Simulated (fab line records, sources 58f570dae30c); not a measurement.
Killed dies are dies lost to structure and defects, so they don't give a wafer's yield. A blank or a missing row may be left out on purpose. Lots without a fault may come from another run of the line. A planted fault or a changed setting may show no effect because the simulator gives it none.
fab line records | flow berkeley_cmos170
record lots=14 wafers=42 last_day=12
route steps=331 shown NVT@110 CONTACT@235 M3@316
lots that met no fault: from a run of the same line without faults
start_h: hours from the record's first day to the start of the lot's first wafer shown | wait_h: hours since the lot's step before | " the same as in the row above | L1.1+2: a row that stands for several wafers | - no value, or no start given | * or withheld: withheld | < > ~ a bound
route shown NAME@n: a module of which the file shows steps, and the number in the route of the first | usual: mean/standard deviation of fault-free wafers | same: alike in all rows | chamber/n: place in a boat | sites: the reading at each site | _std_site: their standard deviation | _edge_site: outer sites' mean less inner sites' | radius_mm: how far each site lies from the wafer's centre | mask NAME#n: copy n | behind: the tool/chamber that last shaped the wafer | hold: why the lot was held/for how many hours/how that ended | device: the transistor (n, p or np) that didn't switch | end of line: the same wafers' tests at the end of the route | a step without rows: its recipe alone | killed: dies lost to structure and defects at the first sort, not the wafer's yield | map: a wafer's dies, x killed, . not, _ none there
set.NAME: the setting as run; set.NAME@STEP: as run at that earlier step | model.NAME: the simulator's own value behind a step, which no gauge read
steps of the route over a sample of lots; a table a step, a row a wafer
services: from which hour (start_h, from the record's first day; less than 0 if before it) a tool's chamber was out of use, for how many hours, and why
## steps
# step UCB170_NVT_OVL_MEAS_06
# usual NVT_OVL=1/6.1
# columns lot.wafer tool chamber start_h wait_h NVT_OVL[nm]
L777.1 overlay-01 - 117.14 - 5
L777.3 " - " " 5
L777.6 " - " " 4
L776.2 overlay-01 - 117.63 - 2
L776.3 " - " " 1
L776.4 " - " " -3
L778.1 overlay-01 - 129.14 - 4
L778.3 " - " " 1
L778.4 " - " " 5
L779.1 overlay-02 - 133.66 - 2
L779.2 " - " " -2
L779.4 " - " " -1
L781.3 overlay-02 - 141.03 - 7
L781.4 " - " " 8
L781.5 " - " " 6
L786.1 overlay-01 - 165.38 - 5
L786.4 " - " " 6
L786.5 " - " " 1
L784.2 overlay-02 - 165.85 - 8
L784.4 " - " " 7
L784.6 " - " " 11
L783.1 overlay-01 - 165.93 - -4
L783.2 " - " " -15
L783.5 " - " " -1
L785.1 overlay-02 - 166.46 - -2
L785.3 " - " " -1
L785.6 " - " " -4
L789.2 overlay-01 - 172.82 - -3
L789.3 " - " " 0
L789.5 " - " " 6
L791.1 overlay-01 - 182.64 - 10
L791.5 " - " " 3
L791.6 " - " " 0
L794.1 overlay-01 - 196.68 - 13
L794.4 " - " " 9
L794.5 " - " " 17
L793.1 overlay-01 - 197.25 - 1
L793.2 " - " " 1
L793.6 " - " " -5
L797.1 overlay-02 - 217.58 - 1
L797.5 " - " " 3
L797.6 " - " " 11
# step UCB170_NVT_IMPLANT_07
# recipe species=BF2 dose_cm2=3e+12 energy_kev=50 tilt_deg=7
# usual dose_ions_cm2=3.0001e+12/2.7e+09 end_station_pressure_torr=5e-06/2.8e-07 faraday_current_uA=9.51/0.17
# columns lot.wafer tool chamber start_h wait_h dose_ions_cm2 end_station_pressure_torr faraday_current_uA
L777.1 implanter-03 0 117.17 0.0 3.0016e+12 4.73e-06 9.38
L777.3 " 0 " " 2.9995e+12 4.65e-06 9.66
L777.6 " 0 " " 3.0052e+12 5.29e-06 9.56
L776.2 implanter-02 0 117.68 0.0 3.0016e+12 5.05e-06 9.57
L776.3 " 0 " " 3.0001e+12 4.79e-06 9.66
L776.4 " 0 " " 3.0018e+12 5.13e-06 9.56
L778.1 implanter-02 0 129.18 0.0 3.0017e+12 5.06e-06 9.32
L778.3 " 0 " " 3.0007e+12 4.63e-06 9.49
L778.4 " 0 " " 2.9984e+12 5.16e-06 9.38
L779.1 implanter-02 0 133.70 0.0 3.0037e+12 5.23e-06 9.60
L779.2 " 0 " " 2.9982e+12 4.93e-06 9.53
L779.4 " 0 " " 3.0011e+12 5.11e-06 9.70
L781.3 implanter-02 0 141.10 0.1 3.0046e+12 4.85e-06 9.44
L781.4 " 0 " " 3.0011e+12 5.2e-06 9.73
L781.5 " 0 " " 2.9994e+12 5.19e-06 9.51
L786.1 implanter-02 0 165.42 0.0 3.002e+12 5.31e-06 9.04
L786.4 " 0 " " 3.0002e+12 4.56e-06 9.38
L786.5 " 0 " " 3.0007e+12 4.95e-06 9.64
L784.2 implanter-02 0 165.90 0.0 2.9927e+12 5.05e-06 9.83
L784.4 " 0 " " 2.998e+12 5.22e-06 9.61
L784.6 " 0 " " 2.9962e+12 5.11e-06 9.50
L783.1 implanter-03 0 165.97 0.0 2.9989e+12 4.93e-06 9.66
L783.2 " 0 " " 3.0006e+12 5.29e-06 9.34
L783.5 " 0 " " 3.0038e+12 4.63e-06 9.39
L785.1 implanter-02 0 166.49 0.0 3.3311e+12 5.92e-06 10.25
L785.3 " 0 " " 3.3287e+12 4.78e-06 10.49
L785.6 " 0 " " 3.33e+12 4.83e-06 10.52
L789.2 implanter-02 0 172.88 0.0 3.3244e+12 5.04e-06 10.51
L789.3 " 0 " " 3.3219e+12 4.89e-06 10.54
L789.5 " 0 " " 3.3223e+12 5.03e-06 10.52
L791.1 implanter-01 0 182.68 0.0 2.9998e+12 4.84e-06 9.59
L791.5 " 0 " " 3.0011e+12 4.74e-06 9.71
L791.6 " 0 " " 3.001e+12 4.94e-06 9.73
L794.1 implanter-01 0 196.72 0.0 2.9978e+12 4.98e-06 9.42
L794.4 " 0 " " 2.9978e+12 4.64e-06 9.38
L794.5 " 0 " " 3.0011e+12 5.22e-06 9.59
L793.1 implanter-03 0 197.28 0.0 3.0022e+12 5.31e-06 9.25
L793.2 " 0 " " 2.9995e+12 4.87e-06 9.36
L793.6 " 0 " " 3.0047e+12 5.25e-06 9.55
L797.1 implanter-01 0 217.62 0.0 3.0056e+12 5.57e-06 9.51
L797.5 " 0 " " 3.0016e+12 4.86e-06 9.54
L797.6 " 0 " " 3.0007e+12 4.95e-06 9.48
# step UCB170_NVT_TW_MEAS_09
# usual NVT_TW=521/3.4
# columns lot.wafer tool chamber start_h wait_h NVT_TW
L777.1 film_metro-03 - 117.42 0.1 517
L777.3 " - " " 516
L777.6 " - " " 517
L776.2 film_metro-04 - 117.92 0.1 523
L776.3 " - " " 524
L776.4 " - " " 525
L778.1 film_metro-03 - 129.43 0.1 517
L778.3 " - " " 516
L778.4 " - " " 517
L779.1 film_metro-04 - 133.95 0.1 526
L779.2 " - " " 527
L779.4 " - " " 523
L781.3 film_metro-04 - 141.32 0.1 525
L781.4 " - " " 523
L781.5 " - " " 529
L786.1 film_metro-01 - 165.67 0.1 525
L786.4 " - " " 521
L786.5 " - " " 523
L784.2 film_metro-03 - 166.14 0.1 521
L784.4 " - " " 520
L784.6 " - " " 520
L783.1 film_metro-03 - 166.22 0.1 521
L783.2 " - " " 519
L783.5 " - " " 521
L785.1 film_metro-01 - 166.74 0.1 540
L785.3 " - " " 540
L785.6 " - " " 542
L789.2 film_metro-04 - 173.18 0.1 542
L789.3 " - " " 542
L789.5 " - " " 542
L791.1 film_metro-04 - 182.93 0.1 522
L791.5 " - " " 525
L791.6 " - " " 522
L794.1 film_metro-04 - 196.97 0.1 524
L794.4 " - " " 524
L794.5 " - " " 523
L793.1 film_metro-03 - 197.53 0.1 517
L793.2 " - " " 516
L793.6 " - " " 521
L797.1 film_metro-01 - 217.87 0.1 520
L797.5 " - " " 521
L797.6 " - " " 525
# step UCB170_CONTACT_STRIP_19
# recipe chemistry=O2 power_w=400 pressure_mtorr=3500 platen_temp_c=withheld o2_flow_sccm=400 overash_fraction=0.5
# usual drypump_motor_current_A=5.4/0.44 oes_product_au=0.725/0.0043
# same overash_fraction=0.5
# columns lot.wafer tool chamber start_h wait_h drypump_motor_current_A oes_product_au rf_hours_counter_h
L777.1 plasma_asher-04 1 155.42 - 6.2 0.724 43
L777.3 " 0 " " 5.4 0.727 -
L777.6 " 0 " " 5.4 0.725 -
L776.2 plasma_asher-04 0 155.97 - 5.4 0.731 43
L776.3 " 1 " " 6.2 0.724 -
L776.4 " 0 " " 5.4 0.725 -
L778.1 plasma_asher-02 0 157.80 - 4.8 0.721 45
L778.3 " 1 " " 6.0 0.730 -
L778.4 " 0 " " 4.8 0.730 -
L779.1 plasma_asher-04 0 172.83 - 5.4 0.721 45
L779.2 " 1 " " 6.2 0.728 45
L779.4 " 1 " " 6.2 0.724 -
L781.3 plasma_asher-03 0 173.27 - 5.1 0.727 -
L781.4 " 1 " " 5.4 0.735 -
L781.5 " 0 " " 5.1 0.721 -
L784.2 plasma_asher-04 0 195.37 - 5.4 0.723 48
L784.4 " 0 " " 5.4 0.729 -
L784.6 " 0 " " 5.4 0.725 -
L786.1 plasma_asher-04 1 195.63 - 6.2 0.728 48
L786.4 " 0 " " 5.4 0.732 -
L786.5 " 0 " " 5.4 0.729 -
L785.1 plasma_asher-03 1 197.28 - 5.4 0.721 46
L785.3 " 0 " " 5.1 0.727 -
L785.6 " 0 " " 5.1 0.722 -
L783.1 plasma_asher-03 1 198.08 - 5.4 0.721 46
L783.2 " 0 " " 5.1 0.732 46
L783.5 " 0 " " 5.1 0.726 -
L789.2 plasma_asher-02 1 214.58 - 6.0 0.720 52
L789.3 " 1 " " 6.0 0.720 -
L789.5 " 0 " " 4.8 0.715 -
L791.1 plasma_asher-03 0 222.83 - 5.1 0.728 49
L791.5 " 1 " " 5.4 0.727 -
L791.6 " 0 " " 5.1 0.724 -
L794.1 plasma_asher-03 0 226.80 - 5.1 0.721 50
L794.4 " 0 " " 5.1 0.726 -
L794.5 " 0 " " 5.1 0.729 -
L793.1 plasma_asher-03 0 232.90 - 5.1 0.726 50
L793.2 " 1 " " 5.4 0.728 50
L793.6 " 1 " " 5.4 0.733 -
L797.1 plasma_asher-02 0 254.36 - 4.8 0.719 55
L797.5 " 0 " " 4.8 0.723 -
L797.6 " 1 " " 6.0 0.728 -
# step UCB170_M3_STRIP_07
# recipe chemistry=O2 power_w=400 pressure_mtorr=3500 platen_temp_c=withheld o2_flow_sccm=400 overash_fraction=0.5
# usual drypump_motor_current_A=5.5/0.37 oes_product_au=0.735/0.0043 strip_time_to_endpoint_s=21.98/0.06
# same overash_fraction=0.5
# columns lot.wafer tool chamber start_h wait_h drypump_motor_current_A oes_product_au rf_hours_counter_h strip_time_to_endpoint_s
L777.1 plasma_asher-03 0 173.43 0.1 5.1 0.739 43 22.04
L777.3 " 0 " " 5.1 0.731 - 22.06
L777.6 " 1 " " 5.4 0.735 - 22.04
L776.2 plasma_asher-01 1 173.71 0.1 5.8 0.737 7 21.93
L776.3 " 0 " " 5.3 0.735 - 21.97
L776.4 " 1 " " 5.8 0.729 - 21.97
L778.1 plasma_asher-04 0 175.72 0.1 5.4 0.726 46 21.91
L778.3 " 1 " " 6.2 0.737 - 22.01
L778.4 " 0 " " 5.4 0.736 - 22.02
L779.1 plasma_asher-03 1 191.52 0.1 5.4 0.744 45 22.02
L779.2 " 0 " " 5.1 0.728 45 21.96
L779.4 " 1 " " 5.4 0.739 - 22.04
L781.3 plasma_asher-03 1 192.12 0.1 5.4 0.739 - 22.07
L781.4 " 0 " " 5.1 0.735 - 22.00
L781.5 " 1 " " 5.4 0.731 - 22.04
L786.1 plasma_asher-01 1 213.85 0.1 5.8 0.735 11 21.95
L786.4 " 0 " " 5.2 0.733 - 21.98
L786.5 " 0 " " 5.3 0.735 - 22.03
L784.2 plasma_asher-04 1 213.95 0.1 6.2 0.737 50 21.93
L784.4 " 1 " " 6.2 0.726 - 22.03
L784.6 " 1 " " 6.2 0.736 - 21.99
L785.1 plasma_asher-03 0 214.30 0.1 5.1 0.739 48 21.99
L785.3 " 1 " " 5.4 0.737 - 21.92
L785.6 " 1 " " 5.4 0.737 - 21.93
L783.1 plasma_asher-03 1 214.53 0.1 5.4 0.731 48 21.96
L783.2 " 0 " " 5.1 0.727 48 22.07
L783.5 " 0 " " 5.2 0.733 - 22.07
L789.2 plasma_asher-04 0 233.71 0.1 5.4 0.737 53 21.96
L789.3 " 1 " " 6.2 0.727 - 21.91
L789.5 " 1 " " 6.2 0.739 - 21.87
L791.1 plasma_asher-04 0 238.57 0.1 5.4 0.742 54 21.95
L791.5 " 1 " " 6.2 0.735 - 21.92
L791.6 " 0 " " 5.4 0.740 - 21.95
L794.1 plasma_asher-01 1 243.77 0.1 5.8 0.732 15 21.96
L794.4 " 0 " " 5.3 0.743 - 22.02
L794.5 " 1 " " 5.8 0.735 - 22.06
L793.1 plasma_asher-04 1 251.18 0.2 6.2 0.732 55 21.88
L793.2 " 0 " " 5.4 0.732 55 21.94
L793.6 " 1 " " 6.2 0.736 - 21.93
L797.1 plasma_asher-01 0 272.68 0.1 5.3 0.733 18 21.98
L797.5 " 1 " " 5.8 0.733 - 22.00
L797.6 " 0 " " 5.3 0.734 - 22.00
## services
# columns tool chamber start_h hours kind
implanter-01 - 103.13 4.1 repair
plasma_asher-01 - 107.68 4.5 repair
plasma_asher-01 - 112.15 9.0 pm
plasma_asher-01 0 112.15 9.0 vent_cycle
plasma_asher-01 1 112.15 9.0 vent_cycle
plasma_asher-01 0 121.15 - clean
plasma_asher-01 1 121.15 - clean
implanter-02 - 125.42 2.4 repair
plasma_asher-02 - 134.17 10.2 repair
implanter-03 - 148.41 12.3 pm
plasma_asher-01 - 149.05 1.1 repair
plasma_asher-02 - 153.43 1.5 repair
implanter-02 - 156.05 1.7 repair
implanter-01 - 163.48 2.7 repair
plasma_asher-04 - 177.67 3.6 repair
implanter-03 - 204.86 14.3 repair
plasma_asher-02 - 219.31 10.5 repair
implanter-01 - 221.59 2.1 repair
plasma_asher-02 - 228.12 1.6 repair
plasma_asher-02 - 237.48 1.3 repair
implanter-02 - 245.06 4.9 pm
implanter-03 - 254.06 15.4 pm
## key
first_sign step=UCB170_NVT_IMPLANT_07 reading=dose_ions_cm2 direction=up sigmas=99+ usual=3.0001e+12 struck=3.3264e+12
effect step=UCB170_NVT_IMPLANT_07 reading=faraday_current_uA direction=up sigmas=5.8 usual=9.51 struck=10.47
effect step=UCB170_NVT_TW_MEAS_09 reading=NVT_TW direction=up sigmas=6 usual=521 struck=541
met_at UCB170_NVT_IMPLANT_07
struck_lots L785,L789
tester_left_out L785,L789
not_acting_at UCB170_NVT_OVL_MEAS_06,UCB170_CONTACT_STRIP_19,UCB170_M3_STRIP_07
onset_between 165.90 166.49
fault kind=process_parameter_drift tool=implanter-02 chamber=- onset_h=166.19 steps=UCB170_NVT_IMPLANT_07 channel=dose_cm2 offset=3.2705e+11 shape=step end_h=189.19 acts_in=these_recipes_only stated=3e+12
# tester_left_out: of these lots the tester's yield and bins aren't shown, on N5 and GAA mostly nor the transistor test; their killed dies are dies lost to structure and defects alone, not to doping, threshold or leakage, so they don't give the yield
